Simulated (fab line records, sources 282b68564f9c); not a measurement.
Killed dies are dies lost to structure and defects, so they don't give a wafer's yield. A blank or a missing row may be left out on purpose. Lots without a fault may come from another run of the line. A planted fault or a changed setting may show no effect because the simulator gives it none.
Problem report in the 8D (eight disciplines) form, filled by code | flow rit_cmos | the parts of the form that need people (team, actions taken, sign-off) are left out

1. THE PROBLEM
FOX2_OXIDE_THK at RIT_FOX2_THK_MEAS_01 reads a mean of 284 nm on 6 wafers of 2 lots; wafers without a fault read 352 nm with a standard deviation of 7.3. That is -9.3 standard deviations from the usual mean.
First seen on wafer L342.2, day 5 03:52, on film_metro-02. The record holds 42 wafers of 14 lots with a number at this step. Rule for "out", or "out of limits": more than 4 standard deviations from the usual mean. The other wafers with a number count as sound.

2. WHAT IT IS AND WHAT IT IS NOT
question                    | is                           | is not
which readings at this step | FOX2_OXIDE_THK               | -
which lots                  | L342, L344                   | L326, L327, L328, L329, L330, L332, L337, L338, L339, L341, L348, L349
which wafers of those lots  | all that have a number       | -
read on which gauges        | film_metro-01, film_metro-02 | film_metro-04
when                        | from day 5 03:52             | up to then (30 sound wafers); but 6 sound wafers of L348, L349 came after

3. SUSPECTS, AND WHAT RULES EACH OUT
Counting: a tool at a process step up to the reading stays a suspect if it ran every lot that is out and no sound lot after the first of them.
- the gauge at RIT_FOX2_THK_MEAS_01: ruled out. The wafers that are out were read on 2 gauges (film_metro-01, film_metro-02).
- furnace-03 at RIT_FOX2_OXIDATION_00 (target thk 350.7 nm, ox time 1130 s): kept. It ran every lot that is out, first L342 (day 5 02:32), and no sound lot after that; its last sound lot up to then is L339 (day 4 11:48). Its own readings are out on those wafers: spike_tc_centre_C, spike_tc_load_C, spike_tc_source_C, tube_center_temp_C, tube_center_temp_C_max.
Left after counting: furnace-03 at RIT_FOX2_OXIDATION_00.

4. THE CAUSE (what the simulator had put in)
Process parameter drift: furnace-03, from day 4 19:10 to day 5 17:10, at RIT_FOX2_OXIDATION_00. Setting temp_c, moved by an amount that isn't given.
Counting left only this tool.

5. THE CHAIN OF EFFECTS, in route order
Each row: a reading whose mean over the struck wafers that have a number lies more than 3 standard deviations from the usual. Only readings for which the record gives a usual standard deviation are gone through. hours: the time from each lot's start at the first step in this table that gives one to its start at this step, as a median over the lots. sigmas: the change in usual standard deviations.
hours | step                  | reading                | usual    | on struck wafers | change | sigmas
0     | RIT_FOX2_OXIDATION_00 | spike_tc_centre_C      | 1101.6 C | 1062.9           | -38.7  | -26
0     | RIT_FOX2_OXIDATION_00 | spike_tc_load_C        | 1128.8 C | 1091.2           | -37.6  | -16
0     | RIT_FOX2_OXIDATION_00 | spike_tc_source_C      | 1123.7 C | 1082.5           | -41.2  | -14
0     | RIT_FOX2_OXIDATION_00 | tube_center_temp_C     | 1100 C   | 1060             | -40    | -99 or more
0     | RIT_FOX2_OXIDATION_00 | tube_center_temp_C_max | 1102.9   | 1063.0           | -39.9  | -80
0     | RIT_FOX2_OXIDATION_00 | zone_power_source_pct  | 42.5 %   | 38.9             | -3.6   | -4.2
1     | RIT_FOX2_THK_MEAS_01  | FOX2_OXIDE_THK         | 352 nm   | 284              | -68    | -9.3
2     | RIT_FOX2_THK_MEAS_90  | FIELD_OXIDE_LEFT_1_THK | 325 nm   | 257              | -68    | -9.2
15    | RIT_FOX2_THK_MEAS_91  | FIELD_OXIDE_LEFT_2_THK | 257 nm   | 189              | -68    | -9.1
The process steps in it:
- RIT_FOX2_OXIDATION_00: target thk 350.7 nm, ox time 1130 s.

6. WHAT WOULD HAVE CAUGHT IT SOONER
In this record the first reading out of limits at a measuring or inspecting step was taken at day 5 03:52, 9 hours after the fault began at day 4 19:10.
The tool's own readings at RIT_FOX2_OXIDATION_00 were out on every struck wafer that the step has a row for (spike_tc_centre_C, spike_tc_load_C, spike_tc_source_C, tube_center_temp_C, tube_center_temp_C_max): an alarm limit on them would have fired on the first of those.
Of the lots that are out (2), L344 began RIT_FOX2_OXIDATION_00 on furnace-03 after day 5 03:52. A hold on the tool at that time would have spared it.
